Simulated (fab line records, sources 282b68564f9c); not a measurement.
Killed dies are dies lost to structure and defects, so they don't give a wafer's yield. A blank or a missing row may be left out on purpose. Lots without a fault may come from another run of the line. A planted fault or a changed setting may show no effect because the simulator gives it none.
fab line records | flow rit_cmos
record lots=5 wafers=15 last_day=6
route steps=202 shown SILICIDE@164 CONTACT@168
lots that met no fault: from a run of the same line without faults
start_h: hours from the record's first day to the start of the lot's first wafer shown | wait_h: hours since the lot's step before | " the same as in the row above | L1.1+2: a row that stands for several wafers | - no value, or no start given | * or withheld: withheld | < > ~ a bound
route shown NAME@n: a module of which the file shows steps, and the number in the route of the first | usual: mean/standard deviation of fault-free wafers | same: alike in all rows | chamber/n: place in a boat | sites: the reading at each site | _std_site: their standard deviation | _edge_site: outer sites' mean less inner sites' | radius_mm: how far each site lies from the wafer's centre | mask NAME#n: copy n | behind: the tool/chamber that last shaped the wafer | hold: why the lot was held/for how many hours/how that ended | device: the transistor (n, p or np) that didn't switch | end of line: the same wafers' tests at the end of the route | a step without rows: its recipe alone | killed: dies lost to structure and defects at the first sort, not the wafer's yield | map: a wafer's dies, x killed, . not, _ none there
set.NAME: the setting as run; set.NAME@STEP: as run at that earlier step | model.NAME: the simulator's own value behind a step, which no gauge read
lots at some steps of the route; a table a step, a row a wafer
services: from which hour (start_h, from the record's first day; less than 0 if before it) a tool's chamber was out of use, for how many hours, and why
## steps
# step RIT_SILICIDE_THK_MEAS_03
# recipe thk_meas_gauge=xrf reads=Ti_of_SILICIDE_SPUTTER_01
# usual SILICIDE_TI_THK=30.2/0.35
# columns lot.wafer tool chamber start_h wait_h SILICIDE_TI_THK[nm]
L077.1 film_metro-03 - 74.24 0.1 30.0
L077.3 " - " " 30.2
L077.5 " - " " 30.2
L084.1 film_metro-01 - 105.81 0.1 29.5
L084.4 " - " " 29.5
L084.6 " - " " 29.6
L086.3 film_metro-01 - 115.64 0.1 30.0
L086.4 " - " " 29.9
L086.5 " - " " 29.9
L090.3 film_metro-03 - 132.25 0.1 30.4
L090.4 " - " " 30.7
L090.6 " - " " 30.2
L092.2 film_metro-02 - 147.01 0.1 30.3
L092.3 " - " " 29.9
L092.5 " - " " 30.3
# step RIT_SILICIDE_RTA_04
# recipe temp_c=650 time_s=10 idle_temp_c=25 ramp_up_s=5 ramp_down_s=5 cool_to_c=25 ambient=N2
# usual wafer_temp_C_max=653.1/1.5
# columns lot.wafer tool chamber start_h wait_h wafer_temp_C_max
L077.1 rtp_anneal-01 0 74.30 0.1 655.4
L077.3 " 0 " " 654.4
L077.5 " 0 " " 653.8
L084.1 rtp_anneal-02 0 105.87 0.1 652.1
L084.4 " 0 " " 652.1
L084.6 " 0 " " 652.6
L086.3 rtp_anneal-02 0 115.71 0.1 652.1
L086.4 " 0 " " 652.9
L086.5 " 0 " " 652.1
L090.3 rtp_anneal-02 0 132.31 0.1 651.6
L090.4 " 0 " " 652.3
L090.6 " 0 " " 651.5
L092.2 rtp_anneal-02 0 147.07 0.1 651.7
L092.3 " 0 " " 651.9
L092.5 " 0 " " 651.8
# step RIT_SILICIDE_WET_ETCH_05
# recipe chemistry=SPM target=Ti temp_c=90 time_s=120 dry=n2_spin
# columns lot.wafer tool chamber start_h wait_h
L077.1+3+5 wet_bench-03 1 74.37 0.1
L084.1+4+6 wet_bench-02 0 105.93 0.1
L086.3+4+5 wet_bench-03 3 115.75 0.0
L090.3+4+6 wet_bench-01 0 132.36 0.0
L092.2+3+5 wet_bench-01 3 147.12 0.0
# step RIT_SILICIDE_RTA_06
# recipe temp_c=750 time_s=10 idle_temp_c=25 ramp_up_s=5 ramp_down_s=10 cool_to_c=25 ambient=N2
# usual wafer_temp_C_max=753.5/1.8
# columns lot.wafer tool chamber start_h wait_h wafer_temp_C_max
L077.1 rtp_anneal-02 0 74.41 0.0 751.8
L077.3 " 0 " " 752.0
L077.5 " 0 " " 752.7
L084.1 rtp_anneal-01 0 105.97 0.0 754.2
L084.4 " 0 " " 755.8
L084.6 " 0 " " 755.5
L086.3 rtp_anneal-01 0 115.81 0.0 755.8
L086.4 " 0 " " 756.6
L086.5 " 0 " " 756.6
L090.3 rtp_anneal-02 0 132.43 0.0 752.5
L090.4 " 0 " " 752.5
L090.6 " 0 " " 752.4
L092.2 rtp_anneal-02 0 147.18 0.0 752.4
L092.3 " 0 " " 752.0
L092.5 " 0 " " 752.9
# step RIT_CONTACT_CVD_00
# recipe material=SiO2 target_thk_nm=400 precursor=TEOS temp_c=390 time_s=61 rf_w=400
# usual heater_power_w=306/33
# columns lot.wafer tool chamber start_h wait_h heater_power_w
L077.1 pecvd-01 2 74.48 0.1 249
L077.3 " 1 " " 319
L077.5 " 1 " " 313
L084.1 pecvd-04 1 106.04 0.1 327
L084.4 " 0 " " 336
L084.6 " 2 " " 284
L086.3 pecvd-01 1 115.86 0.0 304
L086.4 " 2 " " 304
L086.5 " 0 " " 262
L090.3 pecvd-04 2 132.47 0.0 277
L090.4 " 1 " " 341
L090.6 " 0 " " 322
L092.2 pecvd-01 1 147.24 0.0 262
L092.3 " 2 " " 288
L092.5 " 0 " " 276
# step RIT_CONTACT_THK_MEAS_01
# recipe reads=SiO2_of_CONTACT_CVD_00
# usual CONTACT_TEOS_THK=400/5.5
# columns lot.wafer tool chamber start_h wait_h CONTACT_TEOS_THK[nm]
L077.1 film_metro-01 - 74.53 0.0 403
L077.3 " - " " 404
L077.5 " - " " 411
L084.1 film_metro-04 - 106.09 0.0 400
L084.4 " - " " 403
L084.6 " - " " 404
L086.3 film_metro-04 - 115.93 0.0 401
L086.4 " - " " 403
L086.5 " - " " 402
L090.3 film_metro-02 - 132.54 0.0 399
L090.4 " - " " 409
L090.6 " - " " 408
L092.2 film_metro-02 - 147.30 0.0 393
L092.3 " - " " 397
L092.5 " - " " 403
# step RIT_CONTACT_HMDS_02
# recipe prime_time_s=60 prime_temp_c=140
# columns lot.wafer tool chamber start_h wait_h
L077.1+3+5 litho_track-03 0 74.59 0.1
L084.1+4+6 litho_track-01 0 106.15 0.1
L086.3+4+5 litho_track-03 0 116.02 0.1
L090.3+4+6 litho_track-03 0 132.63 0.1
L092.2+3+5 litho_track-03 0 147.37 0.1
# step RIT_CONTACT_COAT_03
# recipe resist=NOVOLAK spin_rpm=3250 resist_thk_nm=1000
# columns lot.wafer tool chamber start_h wait_h
L077.1+3+5 litho_track-03 0 74.74 0.1
L084.1+4+6 litho_track-01 0 106.30 0.1
L086.3+4+5 litho_track-03 0 116.17 0.1
L090.3+4+6 litho_track-03 0 132.78 0.1
L092.2+3+5 litho_track-03 0 147.52 0.1
# step RIT_CONTACT_SOFTBAKE_04
# recipe resist=NOVOLAK temp_c=90 time_s=60
# usual heater_power_total_W=34.56/0.054 plate_temp_C=90.03/0.12
# columns lot.wafer tool chamber start_h wait_h heater_power_total_W plate_temp_C
L077.1 litho_track-03 0 74.89 0.1 34.56 89.88
L077.3 " 0 " " 34.64 89.95
L077.5 " 0 " " 34.57 90.03
L084.1 litho_track-01 0 106.45 0.1 34.47 90.11
L084.4 " 0 " " 34.64 90.08
L084.6 " 0 " " 34.57 90.31
L086.3 litho_track-03 0 116.32 0.1 34.52 90.06
L086.4 " 0 " " 34.44 89.88
L086.5 " 0 " " 34.59 89.94
L090.3 litho_track-03 0 132.93 0.1 34.66 90.12
L090.4 " 0 " " 34.62 89.98
L090.6 " 0 " " 34.49 90.06
L092.2 litho_track-03 0 147.67 0.1 34.61 90.08
L092.3 " 0 " " 34.49 89.88
L092.5 " 0 " " 34.63 89.86
# step RIT_CONTACT_EXPOSE_05
# recipe mask_id=M11 na=0.6 source_shape=conventional sigma_outer=0.5 target_cd_nm=1000 dose_mj=247.5
# columns lot.wafer tool chamber start_h wait_h mask
L077.1+3+5 iline_stepper-01 0 75.04 0.1 M11#0
L084.1+4+6 iline_stepper-01 0 106.60 0.1 M11#0
L086.3+4+5 iline_stepper-02 0 116.58 0.2 M11#0
L090.3+4+6 iline_stepper-02 0 133.20 0.2 M11#0
L092.2+3+5 iline_stepper-02 0 147.94 0.2 M11#0
# step RIT_CONTACT_PEB_06
# recipe resist=NOVOLAK temp_c=withheld time_s=withheld
# columns lot.wafer tool chamber start_h wait_h
L077.1+3+5 litho_track-03 0 75.16 0.1
L084.1+4+6 litho_track-04 0 106.84 0.2
L086.3+4+5 litho_track-04 0 116.71 0.1
L090.3+4+6 litho_track-03 0 133.32 0.1
L092.2+3+5 litho_track-03 0 148.06 0.1
# step RIT_CONTACT_DEVELOP_07
# recipe resist=NOVOLAK develop_time_s=120 dev_temp_c=23
# columns lot.wafer tool chamber start_h wait_h
L077.1+3+5 litho_track-03 0 - -
L084.1+4+6 litho_track-04 0 - -
L086.3+4+5 litho_track-04 0 - -
L090.3+4+6 litho_track-03 0 - -
L092.2+3+5 litho_track-03 0 - -
# step RIT_CONTACT_CD_MEAS_08
# recipe target_cd_nm=1000
# usual cd_nm=999.8/2.7
# columns lot.wafer tool chamber start_h wait_h cd_nm
L077.1 cd_sem-02 - 75.56 - 1000.4
L077.3 " - " " 999.4
L077.5 " - " " 1002.6
L084.1 cd_sem-01 - 107.24 - 1006.4
L084.4 " - " " 1005.8
L084.6 " - " " 1005.8
L086.3 cd_sem-01 - 117.10 - 997.1
L086.4 " - " " 996.0
L086.5 " - " " 997.5
L090.3 cd_sem-02 - 133.73 - 998.3
L090.4 " - " " 995.9
L090.6 " - " " 997.1
L092.2 cd_sem-01 - 148.46 - 1001.1
L092.3 " - " " 998.3
L092.5 " - " " 999.2
# step RIT_CONTACT_OVL_MEAS_09
# usual CONTACT_OVL=2.0/0.92
# columns lot.wafer tool chamber start_h wait_h CONTACT_OVL[nm]
L077.1 overlay-02 - 75.68 0.1 2.3
L077.3 " - " " 3.0
L077.5 " - " " 2.6
L084.1 overlay-02 - 107.36 0.1 1.7
L084.4 " - " " 2.6
L084.6 " - " " 2.3
L086.3 overlay-02 - 117.19 0.1 1.3
L086.4 " - " " 0.7
L086.5 " - " " 0.6
L090.3 overlay-01 - 133.82 0.1 1.6
L090.4 " - " " 1.9
L090.6 " - " " 2.5
L092.2 overlay-02 - 148.56 0.1 1.4
L092.3 " - " " 1.0
L092.5 " - " " 2.3
# step RIT_CONTACT_HARDBAKE_10
# recipe resist=NOVOLAK temp_c=140 time_s=60
# usual heater_power_total_W=62.54/0.049 plate_temp_C=140.03/0.15
# columns lot.wafer tool chamber start_h wait_h heater_power_total_W plate_temp_C
L077.1 litho_track-04 0 75.71 0.0 62.62 140.26
L077.3 " 0 " " 62.55 140.16
L077.5 " 0 " " 62.56 140.14
L084.1 litho_track-03 0 107.60 0.2 62.54 139.83
L084.4 " 0 " " 62.53 139.78
L084.6 " 0 " " 62.57 140.07
L086.3 litho_track-03 0 117.27 0.1 62.59 139.88
L086.4 " 0 " " 62.48 139.91
L086.5 " 0 " " 62.57 139.81
L090.3 litho_track-04 0 133.89 0.1 62.55 140.05
L090.4 " 0 " " 62.59 139.96
L090.6 " 0 " " 62.58 139.87
L092.2 litho_track-04 0 148.62 0.0 62.59 140.12
L092.3 " 0 " " 62.57 139.91
L092.5 " 0 " " 62.53 140.15
## services
# columns tool chamber start_h hours kind
pecvd-04 1 57.75 3.5 repair
wet_bench-01 - 63.10 2.8 repair
iline_stepper-02 - 69.05 0.9 repair
wet_bench-03 - 118.87 1.9 pm
## key
fault none
